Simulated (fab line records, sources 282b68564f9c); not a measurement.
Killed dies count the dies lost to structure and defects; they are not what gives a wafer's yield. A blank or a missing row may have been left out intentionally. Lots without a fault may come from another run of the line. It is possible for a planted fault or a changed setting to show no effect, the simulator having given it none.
A single fault, viewed from 2 desks || flow rit-cmos || only its own numbers are on each desk; what lay behind them is given at the end

## AT THE TOOL OWNER'S DESK: lpcvd-01
The tool's own readings at RIT_SPACER_CVD_03 (deposits Si3N4 from SiH2Cl2/NH3, target thk 250 nm, time 3300 s): means of the sampled wafers that have a number, for each lot that ran on this tool. Marked OUT: a lot whose mean sits more than 4 standard deviations from the usual mean, which makes it out of limits; the brackets give that distance.
Columns: A = pressure-mtorr at RIT_SPACER_CVD_03, usual 299.9 mTorr; B = zone-power-centre-pct at RIT_SPACER_CVD_03, usual 37.4 %
{"lot": "L694", "first seen here": "day 2 19:59", "A": 299.5, "B": 32.4}
{"lot": "L703", "first seen here": "day 4 20:59", "A": 299.7, "B": 39.1}
{"lot": "L706", "first seen here": "day 5 11:35", "A": "359.5 (+99 or more) OUT", "B": 39.1}
Finding of this desk: L706 out of limits; the first was L706 at day 5 11:35, on pressure-mtorr at RIT_SPACER_CVD_03. In limits: L694, L703.

## METROLOGY DESK
What the gauges read, lot by lot, whatever tool the lot ran on: means of the sampled wafers that have a number. Marked OUT: a lot whose mean sits more than 4 standard deviations from the usual mean, which makes it out of limits; the brackets give that distance.
Columns: A = SPACER_NITRIDE_THK at RIT_SPACER_THK_MEAS_04, usual 249.6 nm
{"lot": "L694", "first seen here": "day 2 21:56", "A": 247.7}
{"lot": "L695", "first seen here": "day 3 03:53", "A": 251.7}
{"lot": "L696", "first seen here": "day 3 09:13", "A": 247.7}
{"lot": "L703", "first seen here": "day 4 23:52", "A": 245.8}
{"lot": "L706", "first seen here": "day 5 13:30", "A": "259.9 (+4.7) OUT"}
{"lot": "L707", "first seen here": "day 5 22:39", "A": 249.8}
{"lot": "L710", "first seen here": "day 6 07:23", "A": 249.5}
{"lot": "L711", "first seen here": "day 6 10:52", "A": 251.0}
{"lot": "L712", "first seen here": "day 6 16:01", "A": 251.4}
{"lot": "L713", "first seen here": "day 6 22:09", "A": 250.5}
{"lot": "L715", "first seen here": "day 7 08:32", "A": 250.1}
{"lot": "L716", "first seen here": "day 7 11:17", "A": 252.8}
This desk reports L706 out of limits; the earliest was L706 at day 5 13:30 (SPACER_NITRIDE_THK at RIT_SPACER_THK_MEAS_04). In limits: L694, L695, L696, L703, L707, L710, L711, L712, L713, L715, L716.

## BROUGHT TOGETHER
At day 5 11:35, on L706, the tool owner's desk was in a position to raise an alarm.
On L706, the metrology desk was in a position to raise an alarm at day 5 13:30.
On lpcvd-01, each named lot ran RIT_SPACER_CVD_03.

## WHAT WAS PUT IN BY THE SIMULATOR
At RIT_SPACER_CVD_03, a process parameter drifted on lpcvd-01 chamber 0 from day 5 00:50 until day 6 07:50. The setting pressure-mtorr was moved by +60, starting from 300. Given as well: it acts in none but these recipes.
Lots struck among those shown: L706.
Time in hours from fault onset to the first out-of-limits reading at each desk: tool owner's desk 11, metrology desk 13.
